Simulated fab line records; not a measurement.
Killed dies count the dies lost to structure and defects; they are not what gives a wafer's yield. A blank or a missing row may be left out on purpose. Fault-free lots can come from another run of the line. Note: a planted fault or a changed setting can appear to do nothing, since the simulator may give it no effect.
Which tool is to blame? / flow ritCmos / 6 lots, 18 wafers sampled, at 4 steps of a route of 202

## WHAT THE GAUGES READ, wafer by wafer
RIT_M1_CD_MEAS_90 targets a cd of 2600 nm.
lot=L933; measured=day 3 21:59; on=cdSem-01; cdNm (nm)=2597.6 2601.6 2598.2
lot=L936; measured=day 4 09:20; on=cdSem-02; cdNm (nm)=2603.4 2602.8 2599.0
lot=L937; measured=day 4 17:50; on=cdSem-02; cdNm (nm)=2603.0 2603.4 2600.5
lot=L939; measured=day 5 01:13; on=cdSem-01; cdNm (nm)=2599.7 2599.5 2600.7
lot=L946; measured=day 6 17:02; on=cdSem-01; cdNm (nm)=2599.2 2600.1 2599.8
lot=L953; measured=day 7 19:52; on=cdSem-01; cdNm (nm)=2603.5 2604.6 2603.2

## EACH LOT AND THE TOOL THAT RAN IT (in order: tool; ch and the chambers of the sampled wafers; start)
lot=L933; RIT_PWELL_STRIP_09=plasmaAsher-02 ch 0,1, day 2 06:23; RIT_SILICIDE_SPUTTER_01=pvdSputter-02, day 3 16:33; RIT_M1_SPUTTER_00=pvdSputter-01, day 3 19:26
lot=L936; RIT_PWELL_STRIP_09=plasmaAsher-03 ch 0,1, day 2 22:01; RIT_SILICIDE_SPUTTER_01=pvdSputter-02, day 4 03:37; RIT_M1_SPUTTER_00=pvdSputter-01, day 4 06:29
lot=L937; RIT_PWELL_STRIP_09=plasmaAsher-02 ch 0, day 3 02:34; RIT_SILICIDE_SPUTTER_01=pvdSputter-02, day 4 12:27; RIT_M1_SPUTTER_00=pvdSputter-03, day 4 15:33
lot=L939; RIT_PWELL_STRIP_09=plasmaAsher-01 ch 0,1, day 3 11:32; RIT_SILICIDE_SPUTTER_01=pvdSputter-02, day 4 19:59; RIT_M1_SPUTTER_00=pvdSputter-03, day 4 22:43
lot=L946; RIT_PWELL_STRIP_09=plasmaAsher-02 ch 0,1, day 5 00:38; RIT_SILICIDE_SPUTTER_01=pvdSputter-04, day 6 11:52; RIT_M1_SPUTTER_00=pvdSputter-03, day 6 14:43
lot=L953; RIT_PWELL_STRIP_09=plasmaAsher-02 ch 0,1, day 6 10:25; RIT_SILICIDE_SPUTTER_01=pvdSputter-04, day 7 14:48; RIT_M1_SPUTTER_00=pvdSputter-03, day 7 17:35
- RIT_PWELL_STRIP_09: strips in O2, time 180 s.
- RIT_SILICIDE_SPUTTER_01: material Ti, target thk 30 nm, time 240 s.
- RIT_M1_SPUTTER_00: material Al, target thk 400 nm, time 500 s.

## THE ANSWER, worked out from the rows above alone
Rule: the usual values come from the lots themselves. The widest of any qualifying gaps counts: lots, ordered by their means at a reading, are off when they make up no more than a third of the lots, leave a main group of 4 or more, and stand apart from it by 3 or more times the standard deviation of that group's means. A main group whose means are all the same, to the digits that the tables above print for the reading, isn't used. A lot without any number at a reading at which 4 lots or more have one is off too. All remaining lots with rows at the step are treated as sound.
No lot is off at any reading shown: from this, nothing can be told.

## WHAT THE SIMULATOR PUT IN
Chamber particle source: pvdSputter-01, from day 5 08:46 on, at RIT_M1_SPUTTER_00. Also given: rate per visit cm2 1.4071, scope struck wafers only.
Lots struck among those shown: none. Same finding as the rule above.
